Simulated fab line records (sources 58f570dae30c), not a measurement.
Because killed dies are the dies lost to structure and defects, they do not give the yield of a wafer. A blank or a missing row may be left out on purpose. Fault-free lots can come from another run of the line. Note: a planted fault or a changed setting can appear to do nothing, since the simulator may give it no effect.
fab line records | flow berkeley_cmos170
record: lots: 5 wafers: 15 last_day: 12
route steps=331 shown V1@256
lots untouched by any fault: they come from a run of this same line in which no faults occurred
start_h: hours from the record's first day to the start of the lot's first wafer shown | wait_h: how many hours have passed since the lot's step before this one | " unchanged from the row above | L1.1+2: a single row standing in for several wafers | - no value, or no start given | * or withheld: withheld | < > ~ a bound
route shown NAME@n: a module of which the file shows steps, and the number in the route of the first | usual: average and standard deviation across the fault-free wafers | same: alike in all rows | chamber/n: place in a boat | sites: the reading at each site | _std_site: how widely they spread, as a standard deviation | _edge_site: outer sites' mean less inner sites' | radius_mm: for every site, how far away it sits from the centre of the wafer | mask NAME#n: copy n | behind: the last tool/chamber to shape the wafer | hold: why the lot went on hold/how many hours it stayed there/how the hold came to an end | device: transistor that didn't switch, given as n, p or np | end of line: the same wafers' tests at the end of the route | a step without rows: its recipe alone | killed: dies lost to structure and defects at the first sort, not the wafer's yield | map: a wafer's dies, x killed, . not, _ none there
set.NAME: setting as actually run; set.NAME@STEP: the setting as run at that earlier step | model.NAME: the simulator's own value behind a step, which no gauge read
lots at some steps of the route; a table a step, a row a wafer
services: a tool's chamber out of use, with start hour (start_h, from the record's first day; less than 0 if before it), hours out, and reason
== steps ==
step: UCB170_V1_CMP_02
recipe: material: SiO2 down_force_psi: 6 platen_rpm: 60 pad_velocity_m_s: 0.75398
usual: motor_current_A: 16.3/1.6
columns lot.wafer tool chamber start_h wait_h motor_current_A
L374.3 cmp-02 2 177.71 0.1 13.3
L374.1 " 3 " " 17.4
L374.6 " 0 " " 15.1
L379.2 cmp-01 0 199.34 0.1 14.6
L379.3 " 1 " " 17.5
L379.5 " 0 " " 15.1
L381.3 cmp-01 2 216.65 0.3 17.2
L381.4 " 1 " " 17.1
L381.6 " 2 " " 18.2
L384.2 cmp-02 1 239.91 0.0 18.1
L384.4 " 3 " " 16.5
L384.5 " 1 " " 16.3
L392.1 cmp-02 2 271.91 0.1 12.2
L392.3 " 0 " " 15.1
L392.5 " 1 " " 17.4
step: UCB170_V1_BOW_MEAS_03
recipe: mode: bow
usual: V1_BOW: 21/7.2
columns lot.wafer tool chamber start_h wait_h V1_BOW[um]
L374.1 film_metro-02 - 177.91 0.1 34
L374.3 " - " " 16
L374.6 " - " " 25
L379.2 film_metro-04 - 199.61 0.2 21
L379.3 " - " " 32
L379.5 " - " " 23
L381.3 film_metro-02 - 216.99 0.3 7
L381.4 " - " " 7
L381.6 " - " " 19
L384.2 film_metro-02 - 240.23 0.3 12
L384.4 " - " " 13
L384.5 " - " " 23
L392.1 film_metro-03 - 272.16 0.2 18
L392.3 " - " " 17
L392.5 " - " " 33
step: UCB170_V1_THK_MEAS_04
recipe: reads: SiO2_of_V1_CVD_00
usual: V1_POLISHED_THK: 999.7/1.2
columns lot.wafer tool chamber start_h wait_h V1_POLISHED_THK[nm]
L374.1 film_metro-02 - 178.03 0.1 999.2
L374.3 " - " " 1000.6
L374.6 " - " " 999.6
L379.2 film_metro-04 - 199.72 0.1 999.5
L379.3 " - " " 1001.6
L379.5 " - " " 999.1
L381.3 film_metro-02 - 217.09 0.1 999.6
L381.4 " - " " 1001.1
L381.6 " - " " 1001.0
L384.2 film_metro-02 - 240.34 0.1 998.8
L384.4 " - " " 997.8
L384.5 " - " " 997.3
L392.1 film_metro-03 - 272.28 0.1 999.4
L392.3 " - " " 999.9
L392.5 " - " " 999.6
step: UCB170_V1_CLEAN_05
recipe: chemistry: DIW
step: UCB170_V1_HMDS_06
recipe: prime_time_s: 60 prime_temp_c: 100
step: UCB170_V1_COAT_07
recipe: resist: KrF spin_rpm: 1500 resist_thk_nm: 900
step: UCB170_V1_SOFTBAKE_08
recipe: resist: KrF temp_c: 130 time_s: 60
step: UCB170_V1_EXPOSE_09
recipe: mask_id: VIA1 target_cd_nm: 700 na: 0.5 sigma_outer: 0.6 source_shape: conventional dose_mj: 37
step: UCB170_V1_PEB_10
recipe: peb_temp_c: 129.5 peb_time_s: withheld resist: KrF
step: UCB170_V1_DEVELOP_11
recipe: developer: TMAH develop_time_s: 45 resist: KrF dev_temp_c: 21
step: UCB170_V1_CD_MEAS_12
recipe: target_cd_nm: 700
usual: cd_nm: 700.2/1.7
columns lot.wafer tool chamber start_h wait_h cd_nm
L374.1 cd_sem-01 - 180.92 - 700.1
L374.3 " - " " 698.3
L374.6 " - " " 700.2
L379.2 cd_sem-02 - 202.88 - 699.2
L379.3 " - " " 699.5
L379.5 " - " " 698.5
L381.3 cd_sem-02 - 219.07 - 698.9
L381.4 " - " " 698.7
L381.6 " - " " 698.9
L384.2 cd_sem-02 - 241.83 - 702.1
L384.4 " - " " 702.6
L384.5 " - " " 702.2
L392.1 cd_sem-01 - 275.02 - 697.8
L392.3 " - " " 698.6
L392.5 " - " " 696.4
step: UCB170_V1_OVL_MEAS_13
usual: V1_OVL: -1/5.8
columns lot.wafer tool chamber start_h wait_h V1_OVL[nm]
L374.1 overlay-02 - 181.04 0.1 2
L374.3 " - " " 6
L374.6 " - " " 3
L379.2 overlay-01 - 202.98 0.1 -6
L379.3 " - " " -3
L379.5 " - " " -3
L381.3 overlay-02 - 219.16 0.1 -10
L381.4 " - " " -12
L381.6 " - " " -11
L384.2 overlay-02 - 241.93 0.1 -3
L384.4 " - " " -3
L384.5 " - " " 3
L392.1 overlay-02 - 275.14 0.1 14
L392.3 " - " " 9
L392.5 " - " " 8
step: UCB170_V1_ETCH_14
recipe: chemistry: CHF3/CF4/Ar target: SiO2 stop_on: Al CHF3_flow_sccm: 45 cf4_flow_sccm: 15 Ar_flow_sccm: 150 pressure_mtorr: 200 rf_w: 700 target_depth_a: 12500 over_etch_frac: 0.25 time_s: 291
usual: drypump_motor_current_A: 5.6/0.44 oes_product_au: 0.875/0.01 throttle_valve_pct: 6.94/0.11
same: over_etch_frac: 0.25
columns lot.wafer tool chamber start_h wait_h drypump_motor_current_A oes_product_au rf_hours_counter_h throttle_valve_pct model.KrF_of_V1_COAT_07.thk_nm model.V1.feature_depth_nm model.etch.depth_nm
L374.1 rie_diel-04 0 181.08 0.0 6.0 0.875 12 6.86 609.8 999.8 999.5
L374.3 " 3 " " 5.7 0.873 133 7.07 615.8 1001 1001
L374.6 " 2 " " 5.9 0.877 - 7.01 621.6 999.2 999.2
L379.2 rie_diel-04 3 203.01 0.0 5.7 0.882 134 7.07 611 999.4 999.4
L379.3 " 1 " " 6.5 0.876 34 6.93 606.9 1001 1001
L379.5 " 0 " " 6.0 0.872 - 6.85 612.6 1000 999.9
L381.3 rie_diel-04 3 219.18 0.0 5.7 0.876 134 7.05 610.1 999.1 999.1
L381.4 " 0 " " 5.9 0.878 13 6.86 610 1002 1001
L381.6 " 1 " " 6.5 0.875 - 6.94 603.4 1000 1000
L384.2 rie_diel-01 1 241.96 0.0 5.1 0.869 21 6.97 609.8 998.8 998.8
L384.4 " 2 " " 5.8 0.877 7 6.92 611 998.5 998.5
L384.5 " 3 " " 5.1 0.864 - 6.96 610.9 998.3 998.3
L392.1 rie_diel-01 3 275.17 0.0 5.1 0.847 128 6.96 676.3 955.6 955.6
L392.3 " 0 " " 5.4 0.839 82 6.91 683.1 930.5 930.5
L392.5 " 1 " " 5.1 0.842 - 6.97 679.2 964 964
step: UCB170_V1_STRIP_15
recipe: chemistry: O2 power_w: 400 pressure_mtorr: 3500 platen_temp_c: withheld o2_flow_sccm: 400 overash_fraction: 0.5
usual: drypump_motor_current_A: 5.6/0.38 oes_product_au: 0.722/0.0044 strip_time_to_endpoint_s: 15.36/0.12
columns lot.wafer tool chamber start_h wait_h drypump_motor_current_A oes_product_au rf_hours_counter_h strip_time_to_endpoint_s
L374.1 plasma_asher-03 1 181.25 0.1 5.1 0.721 40 15.31
L374.3 " 1 " " 5.1 0.728 - 15.46
L374.6 " 1 " " 5.1 0.726 - 15.59
L379.2 plasma_asher-04 0 203.19 0.1 6.1 0.725 11 15.33
L379.3 " 1 " " 5.5 0.731 - 15.23
L379.5 " 0 " " 6.1 0.714 - 15.36
L381.3 plasma_asher-04 0 219.40 0.1 6.1 0.720 - 15.31
L381.4 " 1 " " 5.5 0.724 - 15.30
L381.6 " 0 " " 6.1 0.723 - 15.15
L384.2 plasma_asher-04 0 242.14 0.1 6.1 0.719 14 15.31
L384.4 " 0 " " 6.1 0.732 - 15.32
L384.5 " 0 " " 6.1 0.719 - 15.33
L392.1 plasma_asher-04 1 275.35 0.1 5.5 0.726 18 16.83
L392.3 " 0 " " 6.1 0.723 - 16.98
L392.5 " 1 " " 5.5 0.728 - 16.90
step: UCB170_V1_CD_MEAS_90
recipe: target_cd_nm: 700
usual: cd_nm: 699.9/1.9
columns lot.wafer tool chamber start_h wait_h cd_nm
L374.1 cd_sem-01 - 181.52 0.2 700.1
L374.3 " - " " 698.0
L374.6 " - " " 698.9
L379.2 cd_sem-02 - 203.31 0.1 699.9
L379.3 " - " " 700.3
L379.5 " - " " 699.9
L381.3 cd_sem-02 - 219.50 0.1 698.4
L381.4 " - " " 698.6
L381.6 " - " " 699.1
L384.2 cd_sem-02 - 242.26 0.1 701.9
L384.4 " - " " 701.3
L384.5 " - " " 702.8
L392.1 cd_sem-01 - 275.54 0.2 696.5
L392.3 " - " " 695.4
L392.5 " - " " 694.1
== services ==
columns tool chamber start_h hours kind
cmp-01 - 178.59 3.8 pm
cmp-01 - 183.01 3.9 repair
cmp-02 - 198.35 27.4 repair
rie_diel-04 3 209.42 2.7 repair
cmp-01 - 231.12 0.6 repair
cmp-02 - 232.00 4.0 pm
cmp-02 - 236.00 - consumable_replace:conditioner
cmp-02 - 236.00 - consumable_replace:pad
rie_diel-04 3 246.54 - clean
rie_diel-04 3 246.54 20.4 scheduled_down
rie_diel-04 3 246.54 20.4 vent_cycle
rie_diel-01 0 251.65 2.2 repair
cmp-01 - 262.91 1.1 repair
rie_diel-01 2 264.00 7.9 repair
rie_diel-04 2 266.99 - clean
rie_diel-04 2 266.99 20.0 scheduled_down
rie_diel-04 2 266.99 20.0 vent_cycle
cmp-01 - 273.32 1.6 repair
rie_diel-04 0 273.95 1.4 repair
cmp-01 - 273.97 4.1 repair
cmp-02 - 274.02 0.8 repair
rie_diel-04 1 274.18 3.2 repair
== key ==
first_sign: step: UCB170_V1_ETCH_14 reading: oes_product_au direction: down sigmas: 3.2 usual: 0.875 struck: 0.843
effect: step: UCB170_V1_STRIP_15 reading: strip_time_to_endpoint_s direction: up sigmas: 13 usual: * struck: *
effect: step: UCB170_V1_CD_MEAS_90 reading: cd_nm direction: down sigmas: 2.4 usual: 699.9 struck: 695.3
model_effect: step: UCB170_V1_ETCH_14 value: KrF_of_V1_COAT_07.thk_nm without: 616.7 struck: 679.6
met_at UCB170_V1_ETCH_14
struck_wafers L392.1,L392.3,L392.5
later_rows_left_out L392.1,L392.3,L392.5
sort_left_out L392.1,L392.3,L392.5
onset_between 241.96 275.17
also_fits time
fault: kind: process_parameter_drift tool: rie_diel-01 chamber: - onset_h: 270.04 steps: UCB170_V1_ETCH_14 channel: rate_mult offset: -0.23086 shape: step end_h: 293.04
sort_left_out: the simulated sort isn't trusted on such a fault, so these wafers' sort isn't shown, and their yield isn't known
later_rows_left_out: the simulator's readings of these wafers behind a module that went badly wrong aren't trusted and aren't shown, but for the sort
